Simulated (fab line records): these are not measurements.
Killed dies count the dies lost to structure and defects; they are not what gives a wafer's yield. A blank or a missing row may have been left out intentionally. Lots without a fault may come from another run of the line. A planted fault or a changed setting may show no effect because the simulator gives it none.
A lot that was struck, set against a sound lot    flow ritCmos    15 out of 202 route steps
Sound: these wafers, L557.1, L557.2, L557.4. The struck wafers were L567.1, L567.3, L567.5. The cause is named last.
At each step with rows: each side's tool, then ch and its chambers, then its first start. Under that, the readings that differ: sound wafers    struck wafers    difference of the means    sigmas: that difference in standard deviations of wafers without a fault.
alike: readings with means less than 2 such deviations apart, plus words and numbers identical on both sides. not compared: withheld readings, readings lacking a value on some wafer, bounds such as >300 that could conceal the same value, and numbers that have no deviation in the record and whose values overlap.
The two part at a step that has a row with sigmas, a row that says differs or no value, or rows on one side only. Numbers that don't overlap but have no deviation are shown without sigmas and don't part them. A reading that every wafer of one side lacks parts them only if that side has two wafers or more.

first, 2 steps without rows for these wafers: RIT_NWELL_PEB_04; RIT_NWELL_DEVELOP_05 (develop time 68 s).
RIT_NWELL_OVL_MEAS_06:
  struck on overlay-01, day 4 09:35; sound on overlay-01, day 2 10:16
  alike: NWELL_OVL
then, 2 steps without rows for these wafers: RIT_NWELL_HARDBAKE_07 (time 120 s); RIT_NWELL_IMPLANT_08.
RIT_NWELL_STRIP_09: strips in O2, time 180 s.
  sound on plasmaAsher-03 ch 0,1, day 2 10:43; struck on plasmaAsher-01 ch 0,1, day 4 10:01
reading                   sound        struck       difference  sigmas
drypumpMotorCurrentA (A)  6.7 5.8 6.7  5.5 5.1 5.1  -1.2        -3
  alike: o2FlowSccm
  not compared: rfHoursCounterH
RIT_NWELL_TW_MEAS_10:
  struck on filmMetro-02, day 4 10:11; sound on filmMetro-04, day 2 10:53
reading   sound           struck          difference  sigmas
NWELL_TW  2102 2111 2106  2164 2158 2159  +54         +2
then, 5 steps without rows for these wafers: RIT_PWELL_HMDS_00 (prime time 60 s); RIT_PWELL_COAT_01 (resist thk 1300 nm); RIT_PWELL_SOFTBAKE_02 (time 60 s); RIT_PWELL_EXPOSE_03 (exposes mask M3, target cd 43700 nm); RIT_PWELL_PEB_04.
RIT_PWELL_DEVELOP_05: develop time 68 s.
  sound on lithoTrack-04 ch 0, day 2 11:00; struck on lithoTrack-04 ch 0, day 4 11:00
reading             sound              struck             difference  sigmas
developerTempC (C)  22.97 23.01 22.76  23.82 23.82 23.89  +0.93       +9
  alike: chillPlateTempC, exhaustPa
RIT_PWELL_OVL_MEAS_06:
  struck on overlay-02, day 4 11:16; sound on overlay-01, day 2 11:57
  alike: PWELL_OVL
RIT_M1_PROBE_99:
  struck on prober-02, day 6 02:36; sound on prober-01, day 4 02:08
  alike: killedAtContacts, killedAtFrontEnd, killedDies, killedOpen, killedShort

WHERE THEY PART
Last at RIT_PWELL_DEVELOP_05 as far as this record goes, first at RIT_NWELL_STRIP_09. Later steps at which nothing parts them and some readings are alike: RIT_PWELL_OVL_MEAS_06, RIT_M1_PROBE_99.

WHY: whatever the simulator had introduced
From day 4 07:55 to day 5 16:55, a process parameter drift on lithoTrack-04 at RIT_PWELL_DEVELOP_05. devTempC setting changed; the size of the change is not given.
